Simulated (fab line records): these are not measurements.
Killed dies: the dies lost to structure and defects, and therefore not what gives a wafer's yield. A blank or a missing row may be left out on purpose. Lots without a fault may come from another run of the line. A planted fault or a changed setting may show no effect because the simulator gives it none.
One fault through the eyes of 2 desks | flow berkeley cmos170 | numbers are kept per desk, each desk with only its own; the story behind them comes last

METROLOGY DESK
What the gauges read for every lot (on any tool): the sampled wafers with a number, averaged. A lot is out of limits, marked OUT, if its mean lies more than 4 standard deviations from the usual mean; the brackets give that distance.
Columns: A = SILICIDE_TI_RS at UCB170_SILICIDE_RS_MEAS_02, usual 26.1 ohm/sq; B = SILICIDE_TI_THK at UCB170_SILICIDE_THK_MEAS_03, usual 29.8 nm
lot  | first seen here | A              | B
L756 | day 8 13:14     | 26.1           | 30.0
L759 | day 8 13:38     | 26.4           | 29.4
L757 | day 8 14:08     | 26.3           | 29.5
L760 | day 8 17:10     | 26.8           | 29.1
L763 | day 9 17:14     | 25.8           | 30.3
L764 | day 9 17:15     | 26.0           | 29.7
L762 | day 9 17:59     | 25.3           | 30.5
L766 | day 10 02:50    | 26.2           | 29.5
L768 | day 10 02:59    | 25.8           | 30.5
L771 | day 11 06:40    | 32.2 (+12) OUT | 26.1 (-7.1) OUT
L774 | day 11 07:31    | 26.1           | 29.8
L776 | day 11 19:08    | 26.6           | 29.1
L778 | day 12 08:28    | 26.5           | 29.8
This desk's finding: out of limits on L771; first on L771, day 11 06:40 (SILICIDE_TI_RS at UCB170_SILICIDE_RS_MEAS_02). Within limits: L756, L759, L757, L760, L763, L764, L762, L766, L768, L774, L776, L778.

AT THE TOOL OWNER'S DESK: pvd sputter-03
The tool's own readings at UCB170_SILICIDE_SPUTTER_01 (material Ti, target thk 30 nm, time 25 s): means of the sampled wafers that have a number, for each lot that ran on this tool. A lot is out of limits, marked OUT, if its mean lies more than 4 standard deviations from the usual mean; the brackets give that distance.
Columns: A = throttle valve pct at UCB170_SILICIDE_SPUTTER_01, usual 30.7 %
lot  | first seen here | A
L756 | day 8 13:12     | 30.5
L759 | day 8 13:37     | 30.4
L757 | day 8 14:05     | 29.3
L760 | day 8 17:07     | 29.9
L762 | day 9 17:58     | 30.9
L771 | day 11 06:38    | 31.0
This desk's finding: nothing out of limits on any of the 6 lots.

TAKEN TOGETHER
Metrology desk: alarm possible at day 11 06:40 on L771.
Nothing out of limits was seen by the tool owner's desk.
Tool owner's desk: L771 on record, inside its limits.
On pvd sputter-03, each named lot ran UCB170_SILICIDE_SPUTTER_01.

WHAT WAS PUT IN BY THE SIMULATOR
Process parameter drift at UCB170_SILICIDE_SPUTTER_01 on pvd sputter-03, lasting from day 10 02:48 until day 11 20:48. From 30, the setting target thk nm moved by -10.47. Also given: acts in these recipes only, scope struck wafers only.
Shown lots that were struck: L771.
Per desk, hours elapsed from the start of the fault to the first reading out of limits: for the metrology desk, 28.
